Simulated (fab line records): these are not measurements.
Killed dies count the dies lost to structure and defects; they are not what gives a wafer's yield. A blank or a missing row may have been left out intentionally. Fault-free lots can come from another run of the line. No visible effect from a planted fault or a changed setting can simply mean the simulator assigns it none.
Problem report in the 8D (eight disciplines) form, filled by code	flow ritCmos	the parts of the form that need people (team, actions taken, sign-off) are left out

== 1. WHAT WENT WRONG ==
At RIT_M1_PROBE_99, killedDies averages 36 over 6 wafers from 2 lots, while fault-free wafers read 7, standard deviation 3. Measured from the usual mean, that is +9.5 standard deviations.
The first sign was on wafer L596.1 at day 5 22:53, on prober-01. The record holds 42 wafers of 14 lots with a number at this step. By rule, "out" or "out of limits" means more than 4 standard deviations away from the usual mean. Any other wafer with a number is counted as sound.

== 2. WHAT IT IS; WHAT IT IS NOT ==
question	is	is not
which readings at this step	killedDies, killedAtFrontEnd	killedOpen, killedShort
which lots	L596, L598	L584, L587, L588, L589, L590, L591, L592, L594, L597, L604, L605, L606
which wafers of those lots	all that have a number	-
read on which tools	prober-01	prober-02
when	from day 5 22:53	up to then (24 sound wafers); but 12 sound wafers of L597, L604, L605, L606 came after

== 3. SUSPECTS, AND WHAT RULES EACH OUT ==
Counting: a tool at any process step up to the reading remains a suspect when it ran all the lots that are out and ran no sound lot after the first of those.
- wetBench-04 at RIT_GATE_WET_ETCH_00 (etches SiO2 in BOE, target depth 56 nm, time 60 s): kept. It ran every lot that is out, first L596 (day 4 19:25), and no sound lot after that; its last sound lot up to then is L591 (day 3 19:10).
- prober-01 at RIT_M1_PROBE_99: ruled out as a lasting fault. Following L596 (day 5 22:53), the first lot on it that is out, the sound lots L605 were run on it.
After counting, what remains is wetBench-04 at RIT_GATE_WET_ETCH_00.

== 4. THE CAUSE (what the simulator had put in) ==
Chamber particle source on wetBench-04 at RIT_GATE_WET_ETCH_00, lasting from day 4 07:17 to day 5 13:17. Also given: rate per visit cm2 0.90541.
This tool alone remained once counting was done.

== 5. SEQUENCE OF EFFECTS, ordered by route ==
One row per reading whose mean, taken over the struck wafers that have a number, lies over 3 standard deviations from the usual. Only readings whose record carries a usual standard deviation are examined. hours: median over the lots of the time between each lot's start at the first step of this table that gives one and its start at this step. sigmas: the change, counted in usual standard deviations.
hours	step	reading	usual	on struck wafers	change	sigmas
0	RIT_M1_PROBE_99	killedAtFrontEnd	7	35	+28	+9.4
0	RIT_M1_PROBE_99	killedDies	7	36	+28	+9.5
0	RIT_M1_PROBE_99	killedOnRim	1.8	9.0	+7.2	+5.5
Process steps it contains:
- RIT_M1_PROBE_99

== 6. WHAT WOULD HAVE CAUGHT IT SOONER ==
In this record the first reading out of limits was taken at day 5 22:53, 40 hours after the fault began at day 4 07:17.
By day 5 22:53, every lot that is out (2) had started RIT_GATE_WET_ETCH_00 on wetBench-04. Had the tool been put on hold then, not one of them would have been saved.
